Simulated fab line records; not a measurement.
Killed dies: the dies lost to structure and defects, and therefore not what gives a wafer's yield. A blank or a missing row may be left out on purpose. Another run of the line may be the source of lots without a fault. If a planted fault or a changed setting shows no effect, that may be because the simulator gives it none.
2 desks, one fault :: flow rit cmos :: only its own numbers are on each desk; what lay behind them is given at the end

== FOR THE TOOL OWNER'S DESK: pvd sputter-04 ==
The tool's own readings at RIT_SILICIDE_SPUTTER_01 (material Ti, target thk 30 nm, time 240 s): means of the sampled wafers that have a number, for each lot that ran on this tool. If a lot's mean is further than 4 standard deviations from the usual mean, the lot is out of limits and carries the mark OUT (the distance appears in the brackets).
Columns: A = cathode dc power W at RIT_SILICIDE_SPUTTER_01, usual 350.00 W; B = throttle valve pct at RIT_SILICIDE_SPUTTER_01, usual 30.3 %
lot: L106
first seen here: day 3 14:39
A: 350.01
B: 29.9

lot: L108
first seen here: day 4 05:02
A: 350.07
B: 29.8

lot: L111
first seen here: day 4 12:50
A: 350.02
B: 30.8

lot: L115
first seen here: day 5 07:22
A: 350.05
B: 30.9

lot: L116
first seen here: day 5 13:40
A: 350.01
B: 29.6

lot: L118
first seen here: day 5 23:40
A: 350.01
B: 30.9

lot: L122
first seen here: day 6 17:59
A: 349.94
B: 30.0
This desk's finding: nothing out of limits on any of the 7 lots.

== METROLOGY DESK ==
Means of the sampled wafers that have a number, per lot and without regard to the tool the lot ran on: this is what the gauges read. If a lot's mean is further than 4 standard deviations from the usual mean, the lot is out of limits and carries the mark OUT (the distance appears in the brackets).
Columns: A = SILICIDE_TI_RS at RIT_SILICIDE_RS_MEAS_02, usual 47.6 ohm/sq; B = SILICIDE_TI_THK at RIT_SILICIDE_THK_MEAS_03, usual 30.6 nm
lot: L105
first seen here: day 3 13:16
A: 48.6
B: 29.9

lot: L106
first seen here: day 3 14:49
A: 47.6
B: 30.5

lot: L108
first seen here: day 4 05:12
A: 48.0
B: 30.6

lot: L110
first seen here: day 4 12:52
A: 47.1
B: 30.7

lot: L111
first seen here: day 4 13:01
A: 48.6
B: 30.2

lot: L112
first seen here: day 4 15:18
A: 47.7
B: 30.4

lot: L114
first seen here: day 5 07:21
A: 47.4
B: 30.7

lot: L115
first seen here: day 5 07:34
A: 47.3
B: 30.7

lot: L116
first seen here: day 5 13:49
A: 48.1
B: 30.2

lot: L118
first seen here: day 5 23:49
A: 48.6
B: 29.9

lot: L122
first seen here: day 6 18:08
A: 45.8
B: 31.9

lot: L125
first seen here: day 7 19:25
A: 48.0
B: 30.5

lot: L128
first seen here: day 8 11:28
A: 46.5
B: 31.1
This desk's finding: nothing out of limits on any of the 13 lots.

== PUT TOGETHER ==
Nothing out of limits was seen by the tool owner's desk.
At the metrology desk, nothing out of limits was observed.

== WHAT THE SIMULATOR HAD INSERTED ==
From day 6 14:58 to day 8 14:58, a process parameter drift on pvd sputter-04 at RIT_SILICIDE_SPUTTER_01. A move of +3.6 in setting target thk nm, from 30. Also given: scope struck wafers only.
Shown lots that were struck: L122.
